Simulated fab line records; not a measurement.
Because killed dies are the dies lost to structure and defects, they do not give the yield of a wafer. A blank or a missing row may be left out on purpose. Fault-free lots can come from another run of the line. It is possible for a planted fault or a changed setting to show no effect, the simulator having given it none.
fab line records / flow rit_cmos
record: lots: 5 wafers: 15 last_day: 7
route steps=202 shown ACTIVE@1 M1@202
lots that met no fault: taken from a fault-free run of the same line
start_h: hours from the record's opening day to when the first of the lot's shown wafers began / wait_h: time in hours since the lot's previous step / " repeats the value in the row above / L1.1+2: one row covering several wafers at once / - no value, or no start was given / * or withheld: withheld / < > ~ a bound
route shown NAME@n: names a module that has steps shown in the file, with the first one's number in the route / usual: mean/standard deviation taken from wafers without a fault / same: alike in all rows / chamber/n: place in a boat / sites: readings site by site / _std_site: how widely they spread, as a standard deviation / _edge_site: the outer-site mean with the inner-site mean subtracted / radius_mm: how far each site lies from the wafer's centre / mask NAME#n: copy n / behind: the most recent tool/chamber to have shaped the wafer / hold: why the lot went on hold/how many hours it stayed there/how the hold came to an end / device: the transistor (n, p or np) that didn't switch / end of line: the route-end tests of the same wafers / a step given without rows: its recipe and nothing more / killed: at the first sort, the dies lost to defects and structure; wafer yield is something else / map: the dies of a wafer, with x for killed, . for not killed, _ for no die there
set.NAME: the setting that was run; set.NAME@STEP: the one run at that earlier step / model.NAME: the simulator's own value behind a step, which no gauge read
certain route steps with their lots: each step a table, each wafer a row
services: the hour from which a tool's chamber was out of use, counted from the record's first day as start_h (under 0 if before that day), plus the number of hours and why
== steps ==
step: RIT_ACTIVE_BOW_MEAS_00
recipe: mode: bow
usual: INCOMING_BOW: 0/6.8
lot.wafer=L668.2 tool=film_metro-04 chamber=- start_h=45.02 wait_h=- INCOMING_BOW[um]=-8
lot.wafer=L668.3 tool=film_metro-04 chamber=- start_h=45.02 wait_h=- INCOMING_BOW[um]=-5
lot.wafer=L668.5 tool=film_metro-04 chamber=- start_h=45.02 wait_h=- INCOMING_BOW[um]=-9
lot.wafer=L669.2 tool=film_metro-02 chamber=- start_h=50.02 wait_h=- INCOMING_BOW[um]=-4
lot.wafer=L669.3 tool=film_metro-02 chamber=- start_h=50.02 wait_h=- INCOMING_BOW[um]=5
lot.wafer=L669.6 tool=film_metro-02 chamber=- start_h=50.02 wait_h=- INCOMING_BOW[um]=-5
lot.wafer=L680.1 tool=film_metro-04 chamber=- start_h=105.00 wait_h=- INCOMING_BOW[um]=5
lot.wafer=L680.5 tool=film_metro-04 chamber=- start_h=105.00 wait_h=- INCOMING_BOW[um]=0
lot.wafer=L680.6 tool=film_metro-04 chamber=- start_h=105.00 wait_h=- INCOMING_BOW[um]=2
lot.wafer=L681.3 tool=film_metro-04 chamber=- start_h=110.04 wait_h=- INCOMING_BOW[um]=9
lot.wafer=L681.4 tool=film_metro-04 chamber=- start_h=110.04 wait_h=- INCOMING_BOW[um]=7
lot.wafer=L681.6 tool=film_metro-04 chamber=- start_h=110.04 wait_h=- INCOMING_BOW[um]=1
lot.wafer=L682.2 tool=film_metro-04 chamber=- start_h=115.02 wait_h=- INCOMING_BOW[um]=7
lot.wafer=L682.3 tool=film_metro-04 chamber=- start_h=115.02 wait_h=- INCOMING_BOW[um]=6
lot.wafer=L682.5 tool=film_metro-04 chamber=- start_h=115.02 wait_h=- INCOMING_BOW[um]=-6
step: RIT_ACTIVE_OXIDATION_01
recipe: temp_c: 1000 ambient: O2 target_thk_a: 468 ox_time_s: 3360
step: RIT_ACTIVE_THK_MEAS_02
recipe: reads: SiO2_of_ACTIVE_OXIDATION_01
usual: ACTIVE_OXIDE_THK: 47.2/0.84
lot.wafer=L668.2 tool=film_metro-03 chamber=- start_h=47.06 wait_h=0.0 ACTIVE_OXIDE_THK[nm]=47.0
lot.wafer=L668.3 tool=film_metro-03 chamber=- start_h=47.06 wait_h=0.0 ACTIVE_OXIDE_THK[nm]=47.2
lot.wafer=L668.5 tool=film_metro-03 chamber=- start_h=47.06 wait_h=0.0 ACTIVE_OXIDE_THK[nm]=47.2
lot.wafer=L669.2 tool=film_metro-02 chamber=- start_h=52.06 wait_h=0.0 ACTIVE_OXIDE_THK[nm]=48.1
lot.wafer=L669.3 tool=film_metro-02 chamber=- start_h=52.06 wait_h=0.0 ACTIVE_OXIDE_THK[nm]=47.4
lot.wafer=L669.6 tool=film_metro-02 chamber=- start_h=52.06 wait_h=0.0 ACTIVE_OXIDE_THK[nm]=47.4
lot.wafer=L680.1 tool=film_metro-04 chamber=- start_h=107.05 wait_h=0.0 ACTIVE_OXIDE_THK[nm]=46.7
lot.wafer=L680.5 tool=film_metro-04 chamber=- start_h=107.05 wait_h=0.0 ACTIVE_OXIDE_THK[nm]=47.6
lot.wafer=L680.6 tool=film_metro-04 chamber=- start_h=107.05 wait_h=0.0 ACTIVE_OXIDE_THK[nm]=46.7
lot.wafer=L681.3 tool=film_metro-04 chamber=- start_h=112.07 wait_h=0.0 ACTIVE_OXIDE_THK[nm]=45.8
lot.wafer=L681.4 tool=film_metro-04 chamber=- start_h=112.07 wait_h=0.0 ACTIVE_OXIDE_THK[nm]=46.3
lot.wafer=L681.6 tool=film_metro-04 chamber=- start_h=112.07 wait_h=0.0 ACTIVE_OXIDE_THK[nm]=46.7
lot.wafer=L682.2 tool=film_metro-03 chamber=- start_h=117.06 wait_h=0.0 ACTIVE_OXIDE_THK[nm]=48.7
lot.wafer=L682.3 tool=film_metro-03 chamber=- start_h=117.06 wait_h=0.0 ACTIVE_OXIDE_THK[nm]=47.5
lot.wafer=L682.5 tool=film_metro-03 chamber=- start_h=117.06 wait_h=0.0 ACTIVE_OXIDE_THK[nm]=47.6
step: RIT_ACTIVE_CVD_03
recipe: material: Si3N4 target_thk_nm: 150 temp_c: 810 precursor: SiH2Cl2/NH3 time_s: 1500 pressure_mtorr: 300 sih2cl2_flow_sccm: 60 nh3_flow_sccm: 150
step: RIT_ACTIVE_THK_MEAS_04
recipe: reads: Si3N4_of_ACTIVE_CVD_03
usual: ACTIVE_NITRIDE_THK: 150.1/1.3
lot.wafer=L668.2 tool=film_metro-03 chamber=- start_h=48.54 wait_h=0.0 ACTIVE_NITRIDE_THK[nm]=150.9
lot.wafer=L668.3 tool=film_metro-03 chamber=- start_h=48.54 wait_h=0.0 ACTIVE_NITRIDE_THK[nm]=150.9
lot.wafer=L668.5 tool=film_metro-03 chamber=- start_h=48.54 wait_h=0.0 ACTIVE_NITRIDE_THK[nm]=150.1
lot.wafer=L669.2 tool=film_metro-03 chamber=- start_h=53.86 wait_h=0.0 ACTIVE_NITRIDE_THK[nm]=149.6
lot.wafer=L669.3 tool=film_metro-03 chamber=- start_h=53.86 wait_h=0.0 ACTIVE_NITRIDE_THK[nm]=148.8
lot.wafer=L669.6 tool=film_metro-03 chamber=- start_h=53.86 wait_h=0.0 ACTIVE_NITRIDE_THK[nm]=150.0
lot.wafer=L680.1 tool=film_metro-02 chamber=- start_h=108.53 wait_h=0.0 ACTIVE_NITRIDE_THK[nm]=149.6
lot.wafer=L680.5 tool=film_metro-02 chamber=- start_h=108.53 wait_h=0.0 ACTIVE_NITRIDE_THK[nm]=148.1
lot.wafer=L680.6 tool=film_metro-02 chamber=- start_h=108.53 wait_h=0.0 ACTIVE_NITRIDE_THK[nm]=148.0
lot.wafer=L681.3 tool=film_metro-02 chamber=- start_h=113.55 wait_h=0.0 ACTIVE_NITRIDE_THK[nm]=148.4
lot.wafer=L681.4 tool=film_metro-02 chamber=- start_h=113.55 wait_h=0.0 ACTIVE_NITRIDE_THK[nm]=148.9
lot.wafer=L681.6 tool=film_metro-02 chamber=- start_h=113.55 wait_h=0.0 ACTIVE_NITRIDE_THK[nm]=149.5
lot.wafer=L682.2 tool=film_metro-02 chamber=- start_h=118.54 wait_h=0.0 ACTIVE_NITRIDE_THK[nm]=149.9
lot.wafer=L682.3 tool=film_metro-02 chamber=- start_h=118.54 wait_h=0.0 ACTIVE_NITRIDE_THK[nm]=151.4
lot.wafer=L682.5 tool=film_metro-02 chamber=- start_h=118.54 wait_h=0.0 ACTIVE_NITRIDE_THK[nm]=149.9
step: RIT_ACTIVE_HMDS_05
recipe: prime_time_s: 60 prime_temp_c: 140
step: RIT_ACTIVE_COAT_06
recipe: resist: NOVOLAK spin_rpm: 3250 resist_thk_nm: 984.4
step: RIT_ACTIVE_SOFTBAKE_07
recipe: resist: NOVOLAK temp_c: 90 time_s: 60
step: RIT_ACTIVE_EXPOSE_08
recipe: mask_id: M1 na: 0.6 source_shape: conventional sigma_outer: 0.6 target_cd_nm: 1400 dose_mj: 225
usual: exposure_dose_mJ_cm2: 223.80/0.21
lot.wafer=L668.2 tool=iline_stepper-01 chamber=0 start_h=49.18 wait_h=0.2 mask=M1#0 exposure_dose_mJ_cm2=223.62
lot.wafer=L668.3 tool=iline_stepper-01 chamber=0 start_h=49.18 wait_h=0.2 mask=M1#0 exposure_dose_mJ_cm2=223.65
lot.wafer=L668.5 tool=iline_stepper-01 chamber=0 start_h=49.18 wait_h=0.2 mask=M1#0 exposure_dose_mJ_cm2=223.42
lot.wafer=L669.2 tool=iline_stepper-02 chamber=0 start_h=54.50 wait_h=0.2 mask=M1#0 exposure_dose_mJ_cm2=223.91
lot.wafer=L669.3 tool=iline_stepper-02 chamber=0 start_h=54.50 wait_h=0.2 mask=M1#0 exposure_dose_mJ_cm2=223.91
lot.wafer=L669.6 tool=iline_stepper-02 chamber=0 start_h=54.50 wait_h=0.2 mask=M1#0 exposure_dose_mJ_cm2=223.79
lot.wafer=L680.1 tool=iline_stepper-02 chamber=0 start_h=109.04 wait_h=0.1 mask=M1#0 exposure_dose_mJ_cm2=216.39
lot.wafer=L680.5 tool=iline_stepper-02 chamber=0 start_h=109.04 wait_h=0.1 mask=M1#0 exposure_dose_mJ_cm2=216.07
lot.wafer=L680.6 tool=iline_stepper-02 chamber=0 start_h=109.04 wait_h=0.1 mask=M1#0 exposure_dose_mJ_cm2=216.28
lot.wafer=L681.3 tool=iline_stepper-01 chamber=0 start_h=114.20 wait_h=0.2 mask=M1#0 exposure_dose_mJ_cm2=224.05
lot.wafer=L681.4 tool=iline_stepper-01 chamber=0 start_h=114.20 wait_h=0.2 mask=M1#0 exposure_dose_mJ_cm2=224.23
lot.wafer=L681.6 tool=iline_stepper-01 chamber=0 start_h=114.20 wait_h=0.2 mask=M1#0 exposure_dose_mJ_cm2=223.68
lot.wafer=L682.2 tool=iline_stepper-01 chamber=0 start_h=119.06 wait_h=0.1 mask=M1#0 exposure_dose_mJ_cm2=224.09
lot.wafer=L682.3 tool=iline_stepper-01 chamber=0 start_h=119.06 wait_h=0.1 mask=M1#0 exposure_dose_mJ_cm2=223.53
lot.wafer=L682.5 tool=iline_stepper-01 chamber=0 start_h=119.06 wait_h=0.1 mask=M1#0 exposure_dose_mJ_cm2=223.94
step: RIT_ACTIVE_PEB_09
recipe: resist: NOVOLAK temp_c: withheld time_s: withheld
step: RIT_ACTIVE_DEVELOP_10
recipe: resist: NOVOLAK develop_time_s: 50 dev_temp_c: 23
step: RIT_ACTIVE_CD_MEAS_11
recipe: target_cd_nm: 1400
usual: cd_nm: 1400.1/2.3
lot.wafer=L668.2 tool=cd_sem-01 chamber=- start_h=49.58 wait_h=- cd_nm=1399.8
lot.wafer=L668.3 tool=cd_sem-01 chamber=- start_h=49.58 wait_h=- cd_nm=1399.8
lot.wafer=L668.5 tool=cd_sem-01 chamber=- start_h=49.58 wait_h=- cd_nm=1397.5
lot.wafer=L669.2 tool=cd_sem-02 chamber=- start_h=54.90 wait_h=- cd_nm=1399.5
lot.wafer=L669.3 tool=cd_sem-02 chamber=- start_h=54.90 wait_h=- cd_nm=1402.6
lot.wafer=L669.6 tool=cd_sem-02 chamber=- start_h=54.90 wait_h=- cd_nm=1400.5
lot.wafer=L680.1 tool=cd_sem-02 chamber=- start_h=109.44 wait_h=- cd_nm=1337.0
lot.wafer=L680.5 tool=cd_sem-02 chamber=- start_h=109.44 wait_h=- cd_nm=1360.5
lot.wafer=L680.6 tool=cd_sem-02 chamber=- start_h=109.44 wait_h=- cd_nm=1400.7
lot.wafer=L681.3 tool=cd_sem-01 chamber=- start_h=114.60 wait_h=- cd_nm=1404.2
lot.wafer=L681.4 tool=cd_sem-01 chamber=- start_h=114.60 wait_h=- cd_nm=1403.8
lot.wafer=L681.6 tool=cd_sem-01 chamber=- start_h=114.60 wait_h=- cd_nm=1405.4
lot.wafer=L682.2 tool=cd_sem-02 chamber=- start_h=119.46 wait_h=- cd_nm=1399.8
lot.wafer=L682.3 tool=cd_sem-02 chamber=- start_h=119.46 wait_h=- cd_nm=1398.8
lot.wafer=L682.5 tool=cd_sem-02 chamber=- start_h=119.46 wait_h=- cd_nm=1400.7
step: RIT_ACTIVE_HARDBAKE_12
recipe: resist: NOVOLAK temp_c: 140 time_s: 60
step: RIT_ACTIVE_ETCH_13
recipe: stop_on: SiO2 chemistry: SF6 target: Si3N4 time_s: 210 over_etch_frac: 0.4 SF6_flow_sccm: 200 pressure_mtorr: 271.2 rf_w: 125 target_depth_a: 2100
usual: drypump_motor_current_A: 5.7/0.43 oes_product_au: 0.818/0.014 throttle_valve_pct: 7.32/0.08
lot.wafer=L668.2 tool=rie_diel-04 chamber=0 start_h=49.83 wait_h=0.1 drypump_motor_current_A=4.9 oes_product_au=0.821 rf_hours_counter_h=5 throttle_valve_pct=7.31 model.ACTIVE.cd_nm=1400
lot.wafer=L668.3 tool=rie_diel-04 chamber=3 start_h=49.83 wait_h=0.1 drypump_motor_current_A=5.6 oes_product_au=0.844 rf_hours_counter_h=98 throttle_valve_pct=7.24 model.ACTIVE.cd_nm=1400
lot.wafer=L668.5 tool=rie_diel-04 chamber=0 start_h=49.83 wait_h=0.1 drypump_motor_current_A=4.9 oes_product_au=0.836 rf_hours_counter_h=- throttle_valve_pct=7.31 model.ACTIVE.cd_nm=1397
lot.wafer=L669.2 tool=rie_diel-03 chamber=0 start_h=55.15 wait_h=0.1 drypump_motor_current_A=5.7 oes_product_au=0.810 rf_hours_counter_h=1 throttle_valve_pct=7.31 model.ACTIVE.cd_nm=1400
lot.wafer=L669.3 tool=rie_diel-03 chamber=3 start_h=55.15 wait_h=0.1 drypump_motor_current_A=5.7 oes_product_au=0.785 rf_hours_counter_h=124 throttle_valve_pct=7.37 model.ACTIVE.cd_nm=1402
lot.wafer=L669.6 tool=rie_diel-03 chamber=1 start_h=55.15 wait_h=0.1 drypump_motor_current_A=6.3 oes_product_au=0.822 rf_hours_counter_h=- throttle_valve_pct=7.37 model.ACTIVE.cd_nm=1401
lot.wafer=L680.1 tool=rie_diel-03 chamber=2 start_h=109.71 wait_h=0.1 drypump_motor_current_A=5.6 oes_product_au=0.805 rf_hours_counter_h=7 throttle_valve_pct=7.33 model.ACTIVE.cd_nm=1337
lot.wafer=L680.5 tool=rie_diel-03 chamber=0 start_h=109.71 wait_h=0.1 drypump_motor_current_A=5.7 oes_product_au=0.807 rf_hours_counter_h=- throttle_valve_pct=7.32 model.ACTIVE.cd_nm=1361
lot.wafer=L680.6 tool=rie_diel-03 chamber=3 start_h=109.71 wait_h=0.1 drypump_motor_current_A=5.7 oes_product_au=0.780 rf_hours_counter_h=- throttle_valve_pct=7.38 model.ACTIVE.cd_nm=1401
lot.wafer=L681.3 tool=rie_diel-04 chamber=3 start_h=114.83 wait_h=0.1 drypump_motor_current_A=5.6 oes_product_au=0.833 rf_hours_counter_h=100 throttle_valve_pct=7.25 model.ACTIVE.cd_nm=1404
lot.wafer=L681.4 tool=rie_diel-04 chamber=0 start_h=114.83 wait_h=0.1 drypump_motor_current_A=4.8 oes_product_au=0.832 rf_hours_counter_h=6 throttle_valve_pct=7.32 model.ACTIVE.cd_nm=1404
lot.wafer=L681.6 tool=rie_diel-04 chamber=3 start_h=114.83 wait_h=0.1 drypump_motor_current_A=5.6 oes_product_au=0.850 rf_hours_counter_h=- throttle_valve_pct=7.24 model.ACTIVE.cd_nm=1405
lot.wafer=L682.2 tool=rie_diel-01 chamber=2 start_h=119.71 wait_h=0.1 drypump_motor_current_A=6.2 oes_product_au=0.833 rf_hours_counter_h=75 throttle_valve_pct=7.38 model.ACTIVE.cd_nm=1400
lot.wafer=L682.3 tool=rie_diel-01 chamber=1 start_h=119.71 wait_h=0.1 drypump_motor_current_A=5.3 oes_product_au=0.827 rf_hours_counter_h=26 throttle_valve_pct=7.23 model.ACTIVE.cd_nm=1399
lot.wafer=L682.5 tool=rie_diel-01 chamber=1 start_h=119.71 wait_h=0.1 drypump_motor_current_A=5.3 oes_product_au=0.816 rf_hours_counter_h=- throttle_valve_pct=7.23 model.ACTIVE.cd_nm=1400
step: RIT_ACTIVE_STRIP_14
recipe: chemistry: O2 time_s: 180 resist: NOVOLAK platen_temp_c: withheld power_w: 500 pressure_mtorr: 4000 o2_flow_sccm: 4000
usual: drypump_motor_current_A: 5.6/0.36
lot.wafer=L668.2 tool=plasma_asher-01 chamber=0 start_h=49.97 wait_h=0.1 drypump_motor_current_A=5.4 rf_hours_counter_h=39
lot.wafer=L668.3 tool=plasma_asher-01 chamber=1 start_h=49.97 wait_h=0.1 drypump_motor_current_A=6.2 rf_hours_counter_h=-
lot.wafer=L668.5 tool=plasma_asher-01 chamber=0 start_h=49.97 wait_h=0.1 drypump_motor_current_A=5.4 rf_hours_counter_h=-
lot.wafer=L669.2 tool=plasma_asher-01 chamber=1 start_h=55.29 wait_h=0.1 drypump_motor_current_A=6.2 rf_hours_counter_h=40
lot.wafer=L669.3 tool=plasma_asher-01 chamber=0 start_h=55.29 wait_h=0.1 drypump_motor_current_A=5.4 rf_hours_counter_h=-
lot.wafer=L669.6 tool=plasma_asher-01 chamber=0 start_h=55.29 wait_h=0.1 drypump_motor_current_A=5.4 rf_hours_counter_h=-
lot.wafer=L680.1 tool=plasma_asher-01 chamber=0 start_h=109.84 wait_h=0.1 drypump_motor_current_A=5.4 rf_hours_counter_h=46
lot.wafer=L680.5 tool=plasma_asher-01 chamber=1 start_h=109.84 wait_h=0.1 drypump_motor_current_A=6.2 rf_hours_counter_h=-
lot.wafer=L680.6 tool=plasma_asher-01 chamber=0 start_h=109.84 wait_h=0.1 drypump_motor_current_A=5.4 rf_hours_counter_h=-
lot.wafer=L681.3 tool=plasma_asher-01 chamber=0 start_h=115.03 wait_h=0.1 drypump_motor_current_A=5.4 rf_hours_counter_h=-
lot.wafer=L681.4 tool=plasma_asher-01 chamber=1 start_h=115.03 wait_h=0.1 drypump_motor_current_A=6.2 rf_hours_counter_h=-
lot.wafer=L681.6 tool=plasma_asher-01 chamber=0 start_h=115.03 wait_h=0.1 drypump_motor_current_A=5.5 rf_hours_counter_h=-
lot.wafer=L682.2 tool=plasma_asher-02 chamber=1 start_h=119.84 wait_h=0.1 drypump_motor_current_A=5.7 rf_hours_counter_h=0
lot.wafer=L682.3 tool=plasma_asher-02 chamber=0 start_h=119.84 wait_h=0.1 drypump_motor_current_A=5.3 rf_hours_counter_h=-
lot.wafer=L682.5 tool=plasma_asher-02 chamber=1 start_h=119.84 wait_h=0.1 drypump_motor_current_A=5.7 rf_hours_counter_h=-
step: RIT_M1_PROBE_99
usual: killed_at_front_end: 7.1/2.8 killed_dies: 7.2/2.8 killed_open: 3.6/2.1 killed_short: 3.6/1.9
same: gross_dies: 264 killed_at_M0_to_M3: 0 killed_at_M4_up: 0 killed_at_back_side: 0 killed_at_contacts: 0 killed_at_other: 0
lot.wafer=L668.2 tool=prober-02 chamber=- start_h=91.11 wait_h=0.1 killed_at_front_end=8 killed_dies=8 killed_open=4 killed_short=4 model.etest.nplus_sal.width_nm=3416 model.etest.pplus_sal.width_nm=3428 model.etest.nldd.width_nm=3163 model.etest.pldd.width_nm=3156
lot.wafer=L668.3 tool=prober-02 chamber=- start_h=91.16 wait_h=0.2 killed_at_front_end=7 killed_dies=7 killed_open=5 killed_short=2 model.etest.nplus_sal.width_nm=3437 model.etest.pplus_sal.width_nm=3439 model.etest.nldd.width_nm=3153 model.etest.pldd.width_nm=3170
lot.wafer=L668.5 tool=prober-02 chamber=- start_h=91.26 wait_h=0.2 killed_at_front_end=4 killed_dies=4 killed_open=3 killed_short=1 model.etest.nplus_sal.width_nm=3440 model.etest.pplus_sal.width_nm=3427 model.etest.nldd.width_nm=3146 model.etest.pldd.width_nm=3146
lot.wafer=L669.2 tool=prober-01 chamber=- start_h=97.84 wait_h=0.1 killed_at_front_end=3 killed_dies=3 killed_open=1 killed_short=2 model.etest.nplus_sal.width_nm=3459 model.etest.pplus_sal.width_nm=3467 model.etest.nldd.width_nm=3187 model.etest.pldd.width_nm=3185
lot.wafer=L669.3 tool=prober-01 chamber=- start_h=97.89 wait_h=0.2 killed_at_front_end=6 killed_dies=6 killed_open=3 killed_short=3 model.etest.nplus_sal.width_nm=3458 model.etest.pplus_sal.width_nm=3452 model.etest.nldd.width_nm=3175 model.etest.pldd.width_nm=3192
lot.wafer=L669.6 tool=prober-01 chamber=- start_h=98.04 wait_h=0.2 killed_at_front_end=9 killed_dies=9 killed_open=4 killed_short=5 model.etest.nplus_sal.width_nm=3448 model.etest.pplus_sal.width_nm=3438 model.etest.nldd.width_nm=3173 model.etest.pldd.width_nm=3176
lot.wafer=L680.1 tool=prober-01 chamber=- start_h=153.02 wait_h=0.1 killed_at_front_end=10 killed_dies=10 killed_open=3 killed_short=7 model.etest.nplus_sal.width_nm=3435 model.etest.pplus_sal.width_nm=3412 model.etest.nldd.width_nm=3137 model.etest.pldd.width_nm=3141
lot.wafer=L680.5 tool=prober-01 chamber=- start_h=153.22 wait_h=0.2 killed_at_front_end=5 killed_dies=5 killed_open=0 killed_short=5 model.etest.nplus_sal.width_nm=3424 model.etest.pplus_sal.width_nm=3416 model.etest.nldd.width_nm=3125 model.etest.pldd.width_nm=3131
lot.wafer=L680.6 tool=prober-01 chamber=- start_h=153.27 wait_h=0.2 killed_at_front_end=7 killed_dies=7 killed_open=4 killed_short=3 model.etest.nplus_sal.width_nm=3482 model.etest.pplus_sal.width_nm=3469 model.etest.nldd.width_nm=3190 model.etest.pldd.width_nm=3180
lot.wafer=L681.3 tool=prober-02 chamber=- start_h=157.65 wait_h=0.2 killed_at_front_end=7 killed_dies=7 killed_open=4 killed_short=3 model.etest.nplus_sal.width_nm=3457 model.etest.pplus_sal.width_nm=3458 model.etest.nldd.width_nm=3184 model.etest.pldd.width_nm=3177
lot.wafer=L681.4 tool=prober-02 chamber=- start_h=157.70 wait_h=0.2 killed_at_front_end=6 killed_dies=6 killed_open=5 killed_short=1 model.etest.nplus_sal.width_nm=3484 model.etest.pplus_sal.width_nm=3457 model.etest.nldd.width_nm=3187 model.etest.pldd.width_nm=3165
lot.wafer=L681.6 tool=prober-02 chamber=- start_h=157.80 wait_h=0.2 killed_at_front_end=9 killed_dies=9 killed_open=4 killed_short=5 model.etest.nplus_sal.width_nm=3470 model.etest.pplus_sal.width_nm=3448 model.etest.nldd.width_nm=3182 model.etest.pldd.width_nm=3184
lot.wafer=L682.2 tool=prober-01 chamber=- start_h=161.93 wait_h=0.1 killed_at_front_end=11 killed_dies=11 killed_open=7 killed_short=4 model.etest.nplus_sal.width_nm=3420 model.etest.pplus_sal.width_nm=3428 model.etest.nldd.width_nm=3139 model.etest.pldd.width_nm=3148
lot.wafer=L682.3 tool=prober-01 chamber=- start_h=161.98 wait_h=0.2 killed_at_front_end=5 killed_dies=5 killed_open=2 killed_short=3 model.etest.nplus_sal.width_nm=3432 model.etest.pplus_sal.width_nm=3414 model.etest.nldd.width_nm=3161 model.etest.pldd.width_nm=3162
lot.wafer=L682.5 tool=prober-01 chamber=- start_h=162.08 wait_h=0.2 killed_at_front_end=4 killed_dies=4 killed_open=3 killed_short=1 model.etest.nplus_sal.width_nm=3440 model.etest.pplus_sal.width_nm=3416 model.etest.nldd.width_nm=3147 model.etest.pldd.width_nm=3160
killed by level:class
L668.2 FOX1:geometric_particle:short=2 GATE:geometric_particle:short=2 GATE:geometric_particle:open=2 SPACER:geometric_particle:open=2
L668.3 REOX:geometric_particle:open=3 FOX1:geometric_particle:short=2 FOX1:geometric_particle:open=1 GATE:geometric_particle:open=1
L668.5 GATE:geometric_particle:open=2 FOX1:geometric_particle:open=1 SILICIDE:geometric_particle:short=1
L669.2 SILICIDE:geometric_particle:short=2 FOX2:geometric_particle:open=1
L669.3 FOX1:geometric_particle:short=1 FOX2:geometric_particle:short=1 FOX2:geometric_particle:open=1 GATE:geometric_particle:open=1 SPACER:geometric_particle:open=1 SILICIDE:geometric_particle:short=1
L669.6 GATE:geometric_particle:open=3 FOX2:geometric_particle:short=2 GATE:geometric_particle:short=2 REOX:geometric_particle:open=1 SILICIDE:geometric_particle:short=1
L680.1 GATE:geometric_particle:short=7 GATE:geometric_particle:open=2 SPACER:geometric_particle:open=1
L680.5 FOX2:geometric_particle:short=2 GATE:geometric_particle:short=2 REOX:geometric_particle:short=1
L680.6 GATE:geometric_particle:open=2 SPACER:geometric_particle:short=2 FOX2:geometric_particle:open=1 REOX:geometric_particle:short=1 SPACER:geometric_particle:open=1
L681.3 GATE:geometric_particle:open=2 SILICIDE:geometric_particle:open=2 FOX2:geometric_particle:short=1 SPACER:geometric_particle:short=1 SILICIDE:geometric_particle:short=1
L681.4 SILICIDE:geometric_particle:open=3 SPACER:geometric_particle:open=2 FOX2:geometric_particle:short=1
L681.6 FOX2:geometric_particle:short=2 REOX:geometric_particle:open=2 SPACER:geometric_particle:short=2 FOX1:geometric_particle:short=1 FOX2:geometric_particle:open=1 GATE:geometric_particle:open=1
L682.2 GATE:geometric_particle:open=4 GATE:geometric_particle:short=3 FOX1:geometric_particle:open=2 REOX:geometric_particle:open=1 SILICIDE:geometric_particle:short=1
L682.3 GATE:geometric_particle:open=2 GATE:geometric_particle:short=1 SPACER:geometric_particle:short=1 SILICIDE:geometric_particle:short=1
L682.5 FOX1:geometric_particle:short=1 REOX:geometric_particle:open=1 SPACER:geometric_particle:open=1 SILICIDE:geometric_particle:open=1
== services ==
tool=plasma_asher-01 chamber=- start_h=26.35 hours=2.8 kind=pm
tool=iline_stepper-02 chamber=- start_h=39.99 hours=1.7 kind=pm
tool=rie_diel-04 chamber=2 start_h=46.93 hours=6.5 kind=repair
tool=rie_diel-01 chamber=- start_h=49.81 hours=14.6 kind=pm
tool=iline_stepper-01 chamber=- start_h=57.26 hours=2.1 kind=pm
tool=iline_stepper-01 chamber=- start_h=59.34 hours=- kind=consumable_replace:lamp
tool=plasma_asher-01 chamber=- start_h=61.46 hours=1.8 kind=repair
tool=rie_diel-04 chamber=1 start_h=93.59 hours=5.7 kind=repair
tool=rie_diel-03 chamber=0 start_h=99.66 hours=7.5 kind=repair
tool=plasma_asher-02 chamber=- start_h=108.75 hours=9.0 kind=pm
tool=plasma_asher-02 chamber=0 start_h=108.75 hours=9.0 kind=vent_cycle
tool=plasma_asher-02 chamber=1 start_h=108.75 hours=9.0 kind=vent_cycle
tool=rie_diel-04 chamber=0 start_h=115.14 hours=22.4 kind=repair
tool=plasma_asher-02 chamber=0 start_h=117.75 hours=- kind=clean
tool=plasma_asher-02 chamber=1 start_h=117.75 hours=- kind=clean
tool=rie_diel-01 chamber=3 start_h=118.27 hours=4.3 kind=repair
== key ==
first_sign: step: RIT_ACTIVE_EXPOSE_08 reading: exposure_dose_mJ_cm2 direction: down sigmas: 37 usual: 223.80 struck: 216.25
effect: step: RIT_ACTIVE_CD_MEAS_11 reading: cd_nm direction: down sigmas: 15 usual: 1400.1 struck: 1366.1 wafers_moved: 2 through: control_loop
model_effect: step: RIT_ACTIVE_ETCH_13 value: ACTIVE.cd_nm without: 1401 struck: 1366
model_effect: step: RIT_M1_PROBE_99 value: etest.nplus_sal.width_nm without: 3482 struck: 3447
met_at RIT_ACTIVE_EXPOSE_08
struck_wafers L680.1,L680.5,L680.6
tester_left_out L680
loop_trim: step: RIT_ACTIVE_EXPOSE_08 setting: dose lots: L680
onset_between 54.50 109.04
fault: kind: process_parameter_drift tool: iline_stepper-02 chamber: - onset_h: 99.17 steps: RIT_ACTIVE_EXPOSE_08 channel: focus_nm offset: 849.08 spread_by_wafer: 0.3 shape: step end_h: 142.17
tester_left_out: of these lots the tester's yield and bins aren't shown, on N5 and GAA mostly nor the transistor test; their killed dies are dies lost to structure and defects alone, not to doping, threshold or leakage, so they don't give the yield
loop_trim: a control loop set the setting to another value than it would have without faults
